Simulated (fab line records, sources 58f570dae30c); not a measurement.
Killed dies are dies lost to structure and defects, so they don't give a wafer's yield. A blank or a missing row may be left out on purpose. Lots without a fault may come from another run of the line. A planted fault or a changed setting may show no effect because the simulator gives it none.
One fault seen from 2 desks | flow berkeley_cmos170 | each desk has only its own numbers; what lay behind them comes last

THE TOOL OWNER'S DESK: pecvd-02
The tool's own readings at UCB170_V2_CVD_00 (deposits SiO2 from TEOS/O2, target thk 2000 nm, time 250 s): means of the sampled wafers that have a number, for each lot that ran on this tool. A lot is out of limits, marked OUT, if its mean lies more than 4 standard deviations from the usual mean; the brackets give that distance.
Columns: A = heater_power_w at UCB170_V2_CVD_00, usual 233 W
lot  | first seen here | A
L156 | day 10 10:26    | 222
L159 | day 10 13:46    | 259
L164 | day 12 01:50    | 232
L169 | day 13 00:05    | 251
L170 | day 13 03:32    | 202
L171 | day 13 08:03    | 270
This desk's finding: nothing out of limits on any of the 6 lots.

THE METROLOGY DESK
What the gauges read, lot by lot, whatever tool the lot ran on: means of the sampled wafers that have a number. A lot is out of limits, marked OUT, if its mean lies more than 4 standard deviations from the usual mean; the brackets give that distance.
Columns: A = V2_TEOS_THK at UCB170_V2_THK_MEAS_01, usual 2002 nm
lot  | first seen here | A
L151 | day 8 06:23     | 2033
L153 | day 8 20:57     | 2025
L154 | day 9 19:58     | 1998
L156 | day 10 10:35    | 1996
L159 | day 10 13:55    | 1968
L158 | day 10 14:25    | 2017
L160 | day 10 14:33    | 2028
L163 | day 11 20:35    | 1986
L164 | day 12 01:59    | 1972
L166 | day 12 12:14    | 1980
L169 | day 13 00:14    | 1949
L170 | day 13 03:42    | 2016
L171 | day 13 08:13    | 830 (-43) OUT
This desk's finding: out of limits on L171; first on L171, day 13 08:13 (V2_TEOS_THK at UCB170_V2_THK_MEAS_01). In limits: L151, L153, L154, L156, L159, L158, L160, L163, L164, L166, L169, L170.

PUT TOGETHER
The metrology desk could have raised an alarm at day 13 08:13, on L171.
The tool owner's desk saw nothing out of limits.
The tool owner's desk has L171 on record, within its limits.
Of the lots named, all ran UCB170_V2_CVD_00 on pecvd-02.

WHAT THE SIMULATOR HAD PUT IN
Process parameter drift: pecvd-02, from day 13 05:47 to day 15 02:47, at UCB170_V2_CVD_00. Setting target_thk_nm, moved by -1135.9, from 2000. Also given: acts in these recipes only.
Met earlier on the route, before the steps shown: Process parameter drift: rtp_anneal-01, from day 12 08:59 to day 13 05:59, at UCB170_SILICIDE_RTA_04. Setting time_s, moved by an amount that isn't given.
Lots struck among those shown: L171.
Hours from the fault's start to each desk's first reading out of limits: the metrology desk, 2.
